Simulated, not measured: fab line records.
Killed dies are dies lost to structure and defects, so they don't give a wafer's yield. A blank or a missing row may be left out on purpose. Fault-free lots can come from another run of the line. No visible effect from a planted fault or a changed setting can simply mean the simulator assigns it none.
Which of the tools did it?    flow rit cmos    42 wafers from 14 lots sampled at 4 of the route's 202 steps

== WHAT THE GAUGES SHOWED, per wafer ==
RIT_PRETRO_OVL_MEAS_06. Usual: for PRETRO_OVL the level is 0.1 nm and the standard deviation is 1.3.
lot   measured     on          PRETRO_OVL (nm)  flag
L705  day 2 08:19  overlay-02  -0.2 -1.8 1.3    
L706  day 2 11:50  overlay-01  1.0 0.1 2.6      
L707  day 2 17:31  overlay-01  -0.9 1.0 0.1     
L708  day 2 23:03  overlay-01  0.4 1.4 1.2      
L709  day 3 03:56  overlay-02  2.5 1.4 1.3      
L710  day 3 08:21  overlay-01  -1.9 -0.2 -0.2   
L711  day 3 12:32  overlay-02  0.7 0.8 0.2      
L712  day 3 18:35  overlay-02  0.7 -0.3 2.4     
L713  day 3 22:44  overlay-01  0.6 0.5 0.3      
L717  day 4 18:33  overlay-01  0.8 1.0 -1.7     
L718  day 5 00:16  overlay-02  -0.3 -0.9 -1.6   
L719  day 5 06:04  overlay-01  1.2 2.8 3.3      
L721  day 5 14:43  overlay-01  -1.8 -2.1 -0.5   
L728  day 7 02:25  overlay-02  0.6 1.2 -1.1     

RIT_M1_RS_MEAS_01: uses a four-point probe to measure. Usual: for M1_AL_RS the level is 0.0731 ohm/sq and the standard deviation is 0.00074.
lot   measured     on             M1_AL_RS (ohm/sq)     flag
L705  day 3 06:32  film metro-04  0.0719 0.0737 0.0719  
L706  day 3 11:30  film metro-04  0.0727 0.0724 0.0730  
L707  day 3 18:09  film metro-02  0.0736 0.0732 0.0737  
L708  day 3 22:28  film metro-02  0.0725 0.0721 0.0727  
L709  day 4 03:14  film metro-02  0.0729 0.0734 0.0737  
L710  day 4 06:58  film metro-04  0.0723 0.0720 0.0717  
L711  day 4 11:07  film metro-04  0.0720 0.0726 0.0720  
L712  day 4 17:19  film metro-02  0.0729 0.0730 0.0720  
L713  day 4 21:59  film metro-04  0.0730 0.0735 0.0731  
L717  day 5 16:32  film metro-03  0.0725 0.0726 0.0729  
L718  day 5 22:48  film metro-02  0.0739 0.0725 0.0741  
L719  day 6 03:16  film metro-02  0.0740 0.0730 0.0739  
L721  day 6 12:44  film metro-04  0.0735 0.0727 0.0732  
L728  day 8 02:26  film metro-04  0.0729 0.0732 0.0722  

== WHICH TOOL RAN EACH LOT (tool, then ch and the chambers of the sampled wafers, then the start) ==
lot   RIT_PLDD_DEVELOP_05               RIT_SILICIDE_RTA_06
L705  litho track-04 ch 0, day 2 19:00  rtp anneal-01 ch 0, day 3 03:47
L706  litho track-01 ch 0, day 3 01:00  rtp anneal-02 ch 0, day 3 08:50
L707  litho track-04 ch 0, day 3 07:00  rtp anneal-01 ch 0, day 3 15:25
L708  litho track-04 ch 0, day 3 10:00  rtp anneal-02 ch 0, day 3 19:13
L709  litho track-01 ch 0, day 3 16:00  rtp anneal-01 ch 0, day 3 23:59
L710  litho track-03 ch 0, day 3 20:00  rtp anneal-02 ch 0, day 4 03:55
L711  litho track-01 ch 0, day 4 00:00  rtp anneal-01 ch 0, day 4 08:28
L712  litho track-01 ch 0, day 4 07:00  rtp anneal-02 ch 0, day 4 14:35
L713  litho track-03 ch 0, day 4 11:00  rtp anneal-01 ch 0, day 4 19:13
L717  litho track-04 ch 0, day 5 06:00  rtp anneal-01 ch 0, day 5 13:41
L718  litho track-01, day 5 12:00       rtp anneal-02 ch 0, day 5 20:13
L719  litho track-03, day 5 16:00       rtp anneal-01 ch 0, day 6 00:33
L721  litho track-01 ch 0, day 6 02:00  rtp anneal-01 ch 0, day 6 10:02
L728  litho track-04 ch 0, day 7 14:00  rtp anneal-02 ch 0, day 7 23:50
- RIT_PLDD_DEVELOP_05: develop time 50 s.
- RIT_SILICIDE_RTA_06: time 10 s, ramp up 5 s, ramp down 10 s.

== WHAT THE TOOLS THEMSELVES READ (means of the sampled wafers that have a number; where no wafer has one, the mark that the record gives instead) ==
RIT_PLDD_DEVELOP_05. Usual: chill plate temp C at 23.01 C, with a standard deviation of 0.11.
lot   tool            chill plate temp C (C)  flag
L705  litho track-04  23.08                   
L706  litho track-01  23.00                   
L707  litho track-04  22.96                   
L708  litho track-04  23.03                   
L709  litho track-01  23.12                   
L710  litho track-03  22.88                   
L711  litho track-01  23.08                   
L712  litho track-01  23.30                   
L713  litho track-03  23.19                   
L717  litho track-04  22.90                   
L718  litho track-01  -                       OFF
L719  litho track-03  -                       OFF
L721  litho track-01  23.01                   
L728  litho track-04  23.09                   

RIT_SILICIDE_RTA_06. Usual: wafer_temp_C_max at 753.5, with a standard deviation of 1.5.
lot   tool           wafer_temp_C_max  flag
L705  rtp anneal-01  752.6             
L706  rtp anneal-02  755.9             
L707  rtp anneal-01  752.4             
L708  rtp anneal-02  754.2             
L709  rtp anneal-01  752.1             
L710  rtp anneal-02  754.3             
L711  rtp anneal-01  751.9             
L712  rtp anneal-02  753.6             
L713  rtp anneal-01  751.6             
L717  rtp anneal-01  752.2             
L718  rtp anneal-02  754.9             
L719  rtp anneal-01  752.3             
L721  rtp anneal-01  752.2             
L728  rtp anneal-02  754.4             

== THE ANSWER, worked out from the rows above alone ==
Rule: lot off if the mean of its wafers having a number is beyond 3 standard deviations from the usual mean. A lot without any number at a reading at which 4 lots or more have one is off too. Any other lot the step has rows for is counted as sound. The gauges are gone through in route order, then the tools' own readings, and for those a lot's mean is taken as printed above. The first step at which some lot is off is used, and at that step the reading that is off furthest; a lot without a number counts as furthest.
Off: L718, L719 (RIT_PLDD_DEVELOP_05, chill plate temp C). Without a number there: L718, L719.
A tool fits if, at that step or a process step before it, it ran every lot that is off, and no sound lot after the first of them. None of those tried fits.

== WHAT THE SIMULATOR PUT IN ==
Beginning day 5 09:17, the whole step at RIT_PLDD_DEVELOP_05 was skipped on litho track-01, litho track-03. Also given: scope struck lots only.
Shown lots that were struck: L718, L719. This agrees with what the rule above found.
